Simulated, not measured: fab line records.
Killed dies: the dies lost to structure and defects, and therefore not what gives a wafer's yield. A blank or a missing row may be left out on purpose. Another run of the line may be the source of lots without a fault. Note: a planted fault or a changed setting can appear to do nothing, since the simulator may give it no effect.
8D (eight disciplines) problem report, filled in by code -- flow rit_cmos -- the parts of the form that need people (team, actions taken, sign-off) are left out

## 1. WHAT IS WRONG
o2_flow_sccm at RIT_PWELL_STRIP_09 reads a mean of 5996 sccm on 6 wafers of 2 lots; wafers without a fault read 4001 sccm with a standard deviation of 11. That is +99 or more standard deviations from the usual mean.
The step: strips in O2, time 180 s.
Earliest sighting: wafer L226.2 on plasma_asher-03 at day 4 15:22. Wafers with a number at this step in the record: 42, from 14 lots. The rule behind "out" and "out of limits": a value lying over 4 standard deviations away from the usual mean. The other wafers with a number count as sound.

## 2. WHAT IT IS AND WHAT IT IS NOT
question,is,is not
which readings at this step,o2_flow_sccm,-
which lots,"L226, L227","L213, L214, L215, L217, L219, L220, L228, L229, L230, L233, L234, L235"
which wafers of those lots,all that have a number,-
read on which tools,plasma_asher-03,"plasma_asher-01, plasma_asher-04"
when,from day 4 15:22,"up to then (18 sound wafers); but 18 sound wafers of L228, L229, L230, L233, L234, L235 came after"

## 3. SUSPECTS, AND WHAT RULES EACH OUT
Counting: any tool at a process step up to the reading is kept as a suspect provided that every lot that is out went through it and no sound lot did after the first of them.
- plasma_asher-03 at RIT_PWELL_STRIP_09 (strips in O2, time 180 s): kept. It ran every lot that is out, first L226 (day 4 15:22), and no sound lot after that; its last sound lot up to then is L213 (day 1 22:16). Its own o2_flow_sccm readings are out on those wafers.
The count leaves plasma_asher-03 at RIT_PWELL_STRIP_09.

## 4. THE CAUSE (what the simulator had put in)
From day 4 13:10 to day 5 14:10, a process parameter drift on plasma_asher-03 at RIT_PWELL_STRIP_09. From 4000, the setting o2_flow_sccm moved by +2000. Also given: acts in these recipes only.
After counting, this tool was the only one left.

## 5. THE CHAIN OF EFFECTS, in route order
One row per reading whose mean, taken over the struck wafers that have a number, lies over 3 standard deviations from the usual. Scope: only readings with a usual standard deviation given in the record; hours: median across lots of the time from each lot's start at the first step in this table that gives one to its start at this step; sigmas: change in usual standard deviations.
hours,step,reading,usual,on struck wafers,change,sigmas
0,RIT_PWELL_STRIP_09,o2_flow_sccm,4001 sccm,5996,+1995,+99 or more
The process steps in it:
- RIT_PWELL_STRIP_09: strips in O2, time 180 s.

## 6. WHAT WOULD HAVE CAUGHT IT SOONER
The fault began at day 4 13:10; the first out-of-limits reading in this record came at day 4 15:22, 2 hours later.
